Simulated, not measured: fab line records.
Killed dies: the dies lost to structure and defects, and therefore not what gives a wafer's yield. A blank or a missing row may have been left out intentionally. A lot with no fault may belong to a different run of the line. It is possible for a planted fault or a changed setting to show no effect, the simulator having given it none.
fab line records | flow ritCmos
record lots=6 | wafers=18 | lastDay=5
route steps=202 shown NRETRO@63 PRETRO@64 GATE@75
lots with no fault: from the same line, run without faults
startH: start of the lot's first displayed wafer, in hours after the record's first day | waitH: time in hours since the lot's previous step | " unchanged from the row above | L1.1+2: one row covering several wafers at once | - no value present, or no start provided | * or withheld: withheld | < > ~ a bound
route shown NAME@n: names a module that has steps shown in the file, with the first one's number in the route | usual: average and standard deviation across the fault-free wafers | same: alike in all rows | chamber/n: place in a boat | sites: each site's reading | _std_site: the values' standard deviation | _edge_site: outer sites' mean less inner sites' | radiusMm: for every site, how far away it sits from the centre of the wafer | mask NAME#n: copy n | behind: the most recent tool/chamber to have shaped the wafer | hold: why the lot went on hold/how many hours it stayed there/how the hold came to an end | device: names the non-switching transistor (n, p or np) | end of line: tests run on the same wafers once the route is complete | a step given without rows: its recipe and nothing more | killed: at the first sort, the dies lost to defects and structure; wafer yield is something else | map: the dies of a wafer, with x for killed, . for not killed, _ for no die there
set.NAME: the run value of the setting; set.NAME@STEP: its run value at that earlier step | model.NAME: the simulator's own value behind a step, which no gauge read
lots at some steps of the route; a table a step, a row a wafer
services: the hour from which a tool's chamber was out of use, counted from the record's first day as startH (under 0 if before that day), plus the number of hours and why
## steps
# step RIT_NRETRO_TW_MEAS_10
# usual NRETRO_TW=1050/5
lot.wafer | tool         | chamber | startH | waitH | NRETRO_TW
L872.1    | filmMetro-02 | -       | 30.74  | 0.1   | 1047
L872.4    | "            | -       | "      | "     | 1053
L872.6    | "            | -       | "      | "     | 1051
L875.2    | filmMetro-02 | -       | 45.47  | 0.1   | 1053
L875.3    | "            | -       | "      | "     | 1055
L875.6    | "            | -       | "      | "     | 1051
L878.1    | filmMetro-04 | -       | 59.65  | 0.1   | 1054
L878.3    | "            | -       | "      | "     | 1062
L878.5    | "            | -       | "      | "     | 1051
L880.1    | filmMetro-03 | -       | 69.62  | 0.1   | 1056
L880.5    | "            | -       | "      | "     | 1057
L880.6    | "            | -       | "      | "     | 1053
L885.2    | filmMetro-02 | -       | 95.46  | 0.1   | 1046
L885.4    | "            | -       | "      | "     | 1043
L885.5    | "            | -       | "      | "     | 1046
L887.1    | filmMetro-02 | -       | 107.09 | 0.1   | 1043
L887.5    | "            | -       | "      | "     | 1045
L887.6    | "            | -       | "      | "     | 1054
# step RIT_PRETRO_HMDS_00
# recipe primeTimeS=60 | primeTempC=140
# step RIT_PRETRO_COAT_01
# recipe resist=NOVOLAK | spinRpm=2000 | resistThkNm=1300
# step RIT_PRETRO_SOFTBAKE_02
# recipe resist=NOVOLAK | tempC=90 | timeS=60
# step RIT_PRETRO_EXPOSE_03
# recipe maskId=M5 | na=0.57 | targetCdNm=43700 | doseMj=250
# step RIT_PRETRO_PEB_04
# recipe resist=NOVOLAK | tempC=withheld | timeS=withheld
# step RIT_PRETRO_DEVELOP_05
# recipe resist=NOVOLAK | developTimeS=68 | devTempC=23
# step RIT_PRETRO_OVL_MEAS_06
# usual PRETRO_OVL=-0.9/1.2
lot.wafer | tool       | chamber | startH | waitH | PRETRO_OVL[nm]
L872.1    | overlay-02 | -       | 31.85  | -     | -1.4
L872.4    | "          | -       | "      | "     | -1.1
L872.6    | "          | -       | "      | "     | -0.7
L875.2    | overlay-02 | -       | 46.50  | -     | -1.2
L875.3    | "          | -       | "      | "     | -2.4
L875.6    | "          | -       | "      | "     | -2.8
L878.1    | overlay-02 | -       | 60.64  | -     | -1.7
L878.3    | "          | -       | "      | "     | -0.1
L878.5    | "          | -       | "      | "     | 0.4
L880.1    | overlay-01 | -       | 70.68  | -     | -2.6
L880.5    | "          | -       | "      | "     | -2.1
L880.6    | "          | -       | "      | "     | -1.5
L885.2    | overlay-02 | -       | 96.40  | -     | -1.7
L885.4    | "          | -       | "      | "     | -2.4
L885.5    | "          | -       | "      | "     | -2.9
L887.1    | overlay-01 | -       | 108.03 | -     | -0.2
L887.5    | "          | -       | "      | "     | -0.2
L887.6    | "          | -       | "      | "     | 0.5
# step RIT_PRETRO_HARDBAKE_07
# recipe resist=NOVOLAK | tempC=140 | timeS=120
# step RIT_PRETRO_IMPLANT_08
# recipe species=B | energyKev=45 | doseCm2=1.2e+13 | tiltDeg=7
# step RIT_PRETRO_STRIP_09
# recipe chemistry=O2 | timeS=180 | resist=NOVOLAK | platenTempC=withheld | powerW=500 | pressureMtorr=4000 | o2FlowSccm=4000
# usual drypumpMotorCurrentA=5.6/0.63
lot.wafer | tool           | chamber | startH | waitH | drypumpMotorCurrentA | rfHoursCounterH
L872.1    | plasmaAsher-02 | 1       | 32.28  | 0.1   | 4.9                  | 40
L872.4    | "              | 1       | "      | "     | 4.9                  | -
L872.6    | "              | 0       | "      | "     | 6.2                  | -
L875.2    | plasmaAsher-03 | 0       | 46.93  | 0.1   | 5.5                  | 27
L875.3    | "              | 0       | "      | "     | 5.5                  | -
L875.6    | "              | 0       | "      | "     | 5.5                  | -
L878.1    | plasmaAsher-03 | 0       | 61.08  | 0.1   | 5.5                  | 29
L878.3    | "              | 0       | "      | "     | 5.5                  | -
L878.5    | "              | 0       | "      | "     | 5.5                  | -
L880.1    | plasmaAsher-01 | 1       | 71.17  | 0.1   | 5.0                  | 40
L880.5    | "              | 0       | "      | "     | 6.6                  | -
L880.6    | "              | 1       | "      | "     | 5.0                  | -
L885.2    | plasmaAsher-01 | 1       | 96.83  | 0.1   | 5.0                  | 43
L885.4    | "              | 1       | "      | "     | 5.0                  | -
L885.5    | "              | 1       | "      | "     | 5.0                  | -
L887.1    | plasmaAsher-01 | 1       | 108.46 | 0.1   | 5.0                  | 44
L887.5    | "              | 0       | "      | "     | 6.5                  | -
L887.6    | "              | 1       | "      | "     | 5.0                  | -
# step RIT_PRETRO_TW_MEAS_10
# usual PRETRO_TW=474.7/2.9
lot.wafer | tool         | chamber | startH | waitH | PRETRO_TW
L872.1    | filmMetro-01 | -       | 32.46  | 0.1   | 473.7
L872.4    | "            | -       | "      | "     | 471.5
L872.6    | "            | -       | "      | "     | 473.0
L875.2    | filmMetro-03 | -       | 47.11  | 0.1   | 475.8
L875.3    | "            | -       | "      | "     | 474.7
L875.6    | "            | -       | "      | "     | 472.9
L878.1    | filmMetro-01 | -       | 61.26  | 0.1   | 469.8
L878.3    | "            | -       | "      | "     | 471.4
L878.5    | "            | -       | "      | "     | 471.5
L880.1    | filmMetro-03 | -       | 71.34  | 0.1   | 473.2
L880.5    | "            | -       | "      | "     | 478.3
L880.6    | "            | -       | "      | "     | 474.0
L885.2    | filmMetro-04 | -       | 97.01  | 0.1   | 478.1
L885.4    | "            | -       | "      | "     | 473.6
L885.5    | "            | -       | "      | "     | 476.4
L887.1    | filmMetro-04 | -       | 108.64 | 0.1   | 475.8
L887.5    | "            | -       | "      | "     | 479.1
L887.6    | "            | -       | "      | "     | 478.3
# step RIT_GATE_WET_ETCH_00
# recipe chemistry=BOE | target=SiO2 | targetDepthNm=56 | timeS=60 | dry=n2Spin | dilution=10:1 | tempC=21.5
# usual runLengthS=86.9/2.6
lot.wafer | tool        | chamber | startH | waitH | runLengthS | model.SiO2_of_FOX2_OXIDATION_00.thkNm
L872.1    | wetBench-04 | 0       | 32.52  | 0.1   | 85.3       | 268.3
L872.4    | "           | 0       | "      | "     | 85.3       | 261.2
L872.6    | "           | 0       | "      | "     | 85.3       | 263.8
L875.2    | wetBench-03 | 3       | 47.16  | 0.0   | 87.3       | 270.3
L875.3    | "           | 3       | "      | "     | 87.3       | 268.8
L875.6    | "           | 3       | "      | "     | 87.3       | 266.4
L878.1    | wetBench-04 | 0       | 61.32  | 0.1   | 87.3       | 263.8
L878.3    | "           | 0       | "      | "     | 87.3       | 265
L878.5    | "           | 0       | "      | "     | 87.3       | 265.2
L880.1    | wetBench-02 | 1       | 71.40  | 0.1   | 87.2       | 273.6
L880.5    | "           | 1       | "      | "     | 87.2       | 277.1
L880.6    | "           | 1       | "      | "     | 87.2       | 273.3
L885.2    | wetBench-04 | 3       | 97.06  | 0.0   | 67.9       | 282
L885.4    | "           | 3       | "      | "     | 67.9       | 284.8
L885.5    | "           | 3       | "      | "     | 67.9       | 286.2
L887.1    | wetBench-04 | 2       | 108.70 | 0.1   | 67.1       | 299.2
L887.5    | "           | 2       | "      | "     | 67.1       | 299.3
L887.6    | "           | 2       | "      | "     | 67.1       | 305.5
# step RIT_GATE_CLEAN_01
# recipe chemistry=SC1 | mix=3:3:50 | timeS=600 | tempC=75
# step RIT_GATE_CLEAN_02
# recipe chemistry=dHF | dilution=50:1 | timeS=30
# step RIT_GATE_CLEAN_03
# recipe chemistry=SC2 | mix=3:3:50 | timeS=600 | tempC=75 | dry=n2Spin
# step RIT_GATE_CLEAN_04
# recipe chemistry=dHF | dilution=50:1 | timeS=60 | dry=n2Spin
# step RIT_GATE_OXIDATION_05
# recipe tempC=900 | ambient=O2 | targetThkA=30 | oxTimeS=270
# step RIT_GATE_ANNEAL_06
# recipe tempC=900 | timeS=600 | ambient=N2O
# step RIT_GATE_CVD_08
# recipe material=poly-Si | targetThkNm=250 | tempC=610 | precursor=SiH4 | timeS=2220 | pressureMtorr=300 | sih4FlowSccm=100
# step RIT_GATE_HMDS_10
# recipe primeTimeS=60 | primeTempC=140
# step RIT_GATE_COAT_11
# recipe resist=NOVOLAK | spinRpm=4250 | resistThkNm=850
# step RIT_GATE_SOFTBAKE_12
# recipe resist=NOVOLAK | tempC=90 | timeS=60
# step RIT_GATE_EXPOSE_13
# recipe maskId=M6 | na=0.6 | sourceShape=conventional | sigmaOuter=0.6 | targetCdNm=150 | doseMj=380
# step RIT_GATE_PEB_14
# recipe resist=NOVOLAK | tempC=withheld | timeS=withheld
# step RIT_GATE_DEVELOP_15
# recipe resist=NOVOLAK | developTimeS=50 | devTempC=23
# step RIT_GATE_CD_MEAS_16
# recipe targetCdNm=150
# usual cdNm=150.4/2.6
lot.wafer | tool     | chamber | startH | waitH | cdNm
L872.1    | cdSem-02 | -       | 37.03  | -     | 148.1
L872.4    | "        | -       | "      | "     | 148.8
L872.6    | "        | -       | "      | "     | 151.3
L875.2    | cdSem-02 | -       | 52.26  | -     | 151.4
L875.3    | "        | -       | "      | "     | 149.8
L875.6    | "        | -       | "      | "     | 150.7
L878.1    | cdSem-02 | -       | 65.70  | -     | 146.4
L878.3    | "        | -       | "      | "     | 148.8
L878.5    | "        | -       | "      | "     | 146.9
L880.1    | cdSem-02 | -       | 78.04  | -     | 151.7
L880.5    | "        | -       | "      | "     | 152.1
L880.6    | "        | -       | "      | "     | 150.7
L885.2    | cdSem-02 | -       | 102.03 | -     | 145.6
L885.4    | "        | -       | "      | "     | 146.9
L885.5    | "        | -       | "      | "     | 147.6
L887.1    | cdSem-02 | -       | 114.88 | -     | 149.6
L887.5    | "        | -       | "      | "     | 151.0
L887.6    | "        | -       | "      | "     | 149.2
# step RIT_GATE_OVL_MEAS_17
# usual GATE_OVL=-0.1/1.1
lot.wafer | tool       | chamber | startH | waitH | GATE_OVL[nm]
L872.1    | overlay-02 | -       | 37.15  | 0.1   | -2.4
L872.4    | "          | -       | "      | "     | -0.5
L872.6    | "          | -       | "      | "     | 0.1
L875.2    | overlay-02 | -       | 52.36  | 0.1   | -1.2
L875.3    | "          | -       | "      | "     | -0.7
L875.6    | "          | -       | "      | "     | -0.5
L878.1    | overlay-01 | -       | 65.82  | 0.1   | 1.2
L878.3    | "          | -       | "      | "     | 0.2
L878.5    | "          | -       | "      | "     | 0.9
L880.1    | overlay-01 | -       | 78.16  | 0.1   | 1.3
L880.5    | "          | -       | "      | "     | 0.5
L880.6    | "          | -       | "      | "     | -0.3
L885.2    | overlay-02 | -       | 102.13 | 0.1   | 0.6
L885.4    | "          | -       | "      | "     | 1.4
L885.5    | "          | -       | "      | "     | 0.5
L887.1    | overlay-01 | -       | 115.00 | 0.1   | -2.0
L887.5    | "          | -       | "      | "     | -0.3
L887.6    | "          | -       | "      | "     | -1.4
# step RIT_GATE_HARDBAKE_18
# recipe resist=NOVOLAK | tempC=140 | timeS=60
# step RIT_GATE_ETCH_19
# recipe chemistry=SF6/CHF3/O2 | timeS=165 | SF6_flow_sccm=30 | CHF3_flow_sccm=30 | O2_flow_sccm=5 | target=poly-Si | pressureMtorr=40 | rfW=160 | targetDepthA=3125 | overEtchFrac=0.25 | stopOn=SiO2
# usual CHF3_flow_sccm=30.00/0.087 | drypumpMotorCurrentA=5.8/0.48 | oesProductAu=0.851/0.012 | runLengthS=193.4/0.48 | throttleValvePct=10.18/0.17
lot.wafer | tool     | chamber | startH | waitH | CHF3_flow_sccm | drypumpMotorCurrentA | oesProductAu | rfHoursCounterH | runLengthS | throttleValvePct | model.SiO2_of_FOX2_OXIDATION_00.thkNm
L872.1    | rieSi-01 | 1       | 37.35  | 0.1   | 30.07          | 5.6                  | 0.859        | 1               | 193.7      | 10.62            | 244.9
L872.4    | "        | 2       | "      | "     | 30.15          | 4.9                  | 0.843        | 76              | 194.0      | 10.34            | 238.1
L872.6    | "        | 0       | "      | "     | 29.87          | 5.8                  | 0.848        | -               | 192.9      | 10.06            | 240.8
L875.2    | rieSi-02 | 1       | 52.54  | 0.1   | 30.11          | 5.9                  | 0.852        | 136             | 193.1      | 10.09            | 247.5
L875.3    | "        | 2       | "      | "     | 29.98          | 5.6                  | 0.849        | 99              | 193.6      | 10.02            | 246
L875.6    | "        | 3       | "      | "     | 29.93          | 5.6                  | 0.840        | -               | 193.5      | 10.15            | 243.8
L878.1    | rieSi-01 | 3       | 66.01  | 0.1   | 29.98          | 5.9                  | 0.869        | 138             | 193.2      | 10.15            | 240.7
L878.3    | "        | 1       | "      | "     | 29.86          | 5.6                  | 0.861        | 1               | 193.7      | 10.61            | 241.6
L878.5    | "        | 3       | "      | "     | 30.00          | 5.9                  | 0.877        | -               | 193.2      | 10.14            | 241.9
L880.1    | rieSi-01 | 0       | 78.34  | 0.1   | 29.96          | 5.7                  | 0.844        | 0               | 192.8      | 10.08            | 250.5
L880.5    | "        | 0       | "      | "     | 30.00          | 5.7                  | 0.850        | -               | 193.1      | 10.08            | 254
L880.6    | "        | 3       | "      | "     | 30.02          | 5.9                  | 0.855        | -               | 193.8      | 10.15            | 250
L885.2    | rieSi-02 | 2       | 102.31 | 0.1   | 30.04          | 5.6                  | 0.849        | 99              | 193.9      | 10.04            | 259.3
L885.4    | "        | 0       | "      | "     | 30.10          | 6.7                  | 0.845        | 66              | 192.6      | 10.08            | 262
L885.5    | "        | 0       | "      | "     | 30.10          | 6.7                  | 0.849        | -               | 192.7      | 10.08            | 263.4
L887.1    | rieSi-02 | 0       | 115.18 | 0.1   | 30.09          | 6.7                  | 0.849        | 66              | 192.5      | 10.09            | 276.2
L887.5    | "        | 2       | "      | "     | 30.03          | 5.6                  | 0.848        | -               | 193.4      | 10.02            | 276.5
L887.6    | "        | 3       | "      | "     | 30.02          | 5.6                  | 0.842        | -               | 193.9      | 10.15            | 282.8
# step RIT_GATE_STRIP_20
# recipe chemistry=O2 | timeS=180 | resist=NOVOLAK | platenTempC=withheld | powerW=500 | pressureMtorr=4000 | o2FlowSccm=4000
# usual drypumpMotorCurrentA=5.7/0.64
lot.wafer | tool           | chamber | startH | waitH | drypumpMotorCurrentA | rfHoursCounterH
L872.1    | plasmaAsher-01 | 1       | 37.46  | 0.1   | 5.0                  | 36
L872.4    | "              | 0       | "      | "     | 6.5                  | -
L872.6    | "              | 0       | "      | "     | 6.5                  | -
L875.2    | plasmaAsher-01 | 1       | 52.65  | 0.1   | 5.0                  | 38
L875.3    | "              | 0       | "      | "     | 6.5                  | -
L875.6    | "              | 1       | "      | "     | 5.0                  | -
L878.1    | plasmaAsher-04 | 0       | 66.12  | 0.1   | 6.0                  | 43
L878.3    | "              | 1       | "      | "     | 5.3                  | -
L878.5    | "              | 1       | "      | "     | 5.3                  | -
L880.1    | plasmaAsher-01 | 1       | 78.45  | 0.1   | 5.0                  | 41
L880.5    | "              | 1       | "      | "     | 5.0                  | -
L880.6    | "              | 0       | "      | "     | 6.5                  | -
L885.2    | plasmaAsher-04 | 1       | 102.42 | 0.1   | 5.3                  | 47
L885.4    | "              | 0       | "      | "     | 6.0                  | -
L885.5    | "              | 0       | "      | "     | 6.0                  | -
L887.1    | plasmaAsher-04 | 0       | 115.29 | 0.1   | 6.0                  | 49
L887.5    | "              | 1       | "      | "     | 5.3                  | -
L887.6    | "              | 0       | "      | "     | 6.0                  | -
## services
tool           | chamber | startH | hours | kind
rieSi-01       | 3       | 8.51   | 2.1   | repair
plasmaAsher-01 | -       | 8.70   | 2.8   | pm
wetBench-03    | -       | 13.08  | 0.7   | repair
wetBench-02    | -       | 43.25  | 4.5   | repair
wetBench-02    | -       | 75.96  | 1.9   | pm
plasmaAsher-02 | -       | 80.01  | 1.5   | repair
plasmaAsher-04 | -       | 99.22  | 2.8   | pm
plasmaAsher-02 | -       | 108.75 | 9.0   | pm
plasmaAsher-02 | 0       | 108.75 | 9.0   | ventCycle
plasmaAsher-02 | 1       | 108.75 | 9.0   | ventCycle
plasmaAsher-03 | -       | 114.53 | 2.8   | pm
## key
firstSign step=RIT_GATE_WET_ETCH_00 | reading=runLengthS | direction=down | sigmas=7.5 | usual=* | struck=*
effect none on later readings
modelEffect step=RIT_GATE_WET_ETCH_00 | value=SiO2_of_FOX2_OXIDATION_00.thkNm | without=275.6 | struck=292.8
modelEffect step=RIT_GATE_ETCH_19 | value=SiO2_of_FOX2_OXIDATION_00.thkNm | without=252.8 | struck=270
metAt RIT_GATE_WET_ETCH_00
struckWafers L885.2,L885.4,L885.5,L887.1,L887.5,L887.6
laterRowsLeftOut L885.2,L885.4,L885.5,L887.1,L887.5,L887.6
sortLeftOut L885.2,L885.4,L885.5,L887.1,L887.5,L887.6
testerLeftOut L885,L887
onsetBetween 61.32 97.06
fault kind=processParameterDrift | tool=wetBench-04 | chamber=- | onsetH=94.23 | steps=RIT_GATE_WET_ETCH_00 | channel=timeS | offset=* | shape=step | endH=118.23 | actsIn=* | stated=*
# testerLeftOut: of these lots the tester's yield and bins aren't shown, on N5 and GAA mostly nor the transistor test; their killed dies are dies lost to structure and defects alone, not to doping, threshold or leakage, so they don't give the yield
# sortLeftOut: the simulated sort isn't trusted on such a fault, so these wafers' sort isn't shown, and their yield isn't known
# laterRowsLeftOut: the simulator's readings of these wafers behind a module that went badly wrong aren't trusted and aren't shown, but for the sort
